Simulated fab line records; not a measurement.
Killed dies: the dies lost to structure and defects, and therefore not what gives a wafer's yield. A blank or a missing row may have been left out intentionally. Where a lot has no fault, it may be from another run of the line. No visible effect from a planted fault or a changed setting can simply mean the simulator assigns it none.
Which tool is to blame? :: flow berkeley cmos170 :: 7 lots with 21 wafers sampled at 3 steps, on a route of 331 steps

== WHAT EACH GAUGE READ, for each wafer ==
UCB170_SDANNEAL_RS_MEAS_05: a four-point-probe measurement.
lot: L989
measured: day 6 19:44
on: film metro-02
NLDD_RS (ohm/sq): 615.8 618.0 617.0

lot: L991
measured: day 7 07:50
on: film metro-03
NLDD_RS (ohm/sq): 614.2 614.5 614.3

lot: L993
measured: day 7 19:23
on: film metro-03
NLDD_RS (ohm/sq): 614.4 615.1 613.8

lot: L999
measured: day 9 07:46
on: film metro-02
NLDD_RS (ohm/sq): 614.9 616.4 616.3

lot: L105
measured: day 10 10:10
on: film metro-03
NLDD_RS (ohm/sq): 617.5 615.2 616.3

lot: L109
measured: day 11 03:02
on: film metro-02
NLDD_RS (ohm/sq): 615.5 616.8 617.0

lot: L111
measured: day 11 06:45
on: film metro-02
NLDD_RS (ohm/sq): 615.3 615.2 614.1

== TOOL THAT RAN EACH LOT (tool first, then ch and the chambers of the sampled wafers, then the start) ==
lot: L989
UCB170_NLDD_IMPLANT_09: implanter-01 ch 0, day 6 09:59
UCB170_SPACER_CVD_00: pecvd-04 ch 1,2, day 6 12:56

lot: L991
UCB170_NLDD_IMPLANT_09: implanter-01 ch 0, day 6 19:05
UCB170_SPACER_CVD_00: pecvd-04 ch 1,2, day 6 19:36

lot: L993
UCB170_NLDD_IMPLANT_09: implanter-04 ch 0, day 7 09:58
UCB170_SPACER_CVD_00: pecvd-03 ch 0,1, day 7 10:25

lot: L999
UCB170_NLDD_IMPLANT_09: implanter-01 ch 0, day 8 20:11
UCB170_SPACER_CVD_00: pecvd-04 ch 0,1,2, day 8 20:40

lot: L105
UCB170_NLDD_IMPLANT_09: implanter-03 ch 0, day 9 22:37
UCB170_SPACER_CVD_00: pecvd-04 ch 1,2, day 9 23:12

lot: L109
UCB170_NLDD_IMPLANT_09: implanter-01 ch 0, day 10 14:44
UCB170_SPACER_CVD_00: pecvd-02 ch 0,1,2, day 10 16:36

lot: L111
UCB170_NLDD_IMPLANT_09: implanter-01 ch 0, day 10 21:26
UCB170_SPACER_CVD_00: pecvd-03 ch 0,1,2, day 10 21:56
- UCB170_NLDD_IMPLANT_09
- UCB170_SPACER_CVD_00: deposits SiO2 from TEOS/O2, target thk 376 nm, time 47 s.

== THE ANSWER, worked out from the rows above alone ==
Rule: what is usual is taken from the lots themselves. The widest of any qualifying gaps counts: lots, ordered by their means at a reading, are off when they make up no more than a third of the lots, leave a main group of 4 or more, and stand apart from it by 3 or more times the standard deviation of that group's means. A main group is skipped when, at the precision printed for the reading in the tables above, its means are all equal. Also off: a lot with no number at a reading for which 4 or more lots have one. Where the step has rows for the other lots, those lots are counted as sound.
Nothing can be told from this: no lot is off at any reading shown.

== WHAT HAD BEEN PUT IN BY THE SIMULATOR ==
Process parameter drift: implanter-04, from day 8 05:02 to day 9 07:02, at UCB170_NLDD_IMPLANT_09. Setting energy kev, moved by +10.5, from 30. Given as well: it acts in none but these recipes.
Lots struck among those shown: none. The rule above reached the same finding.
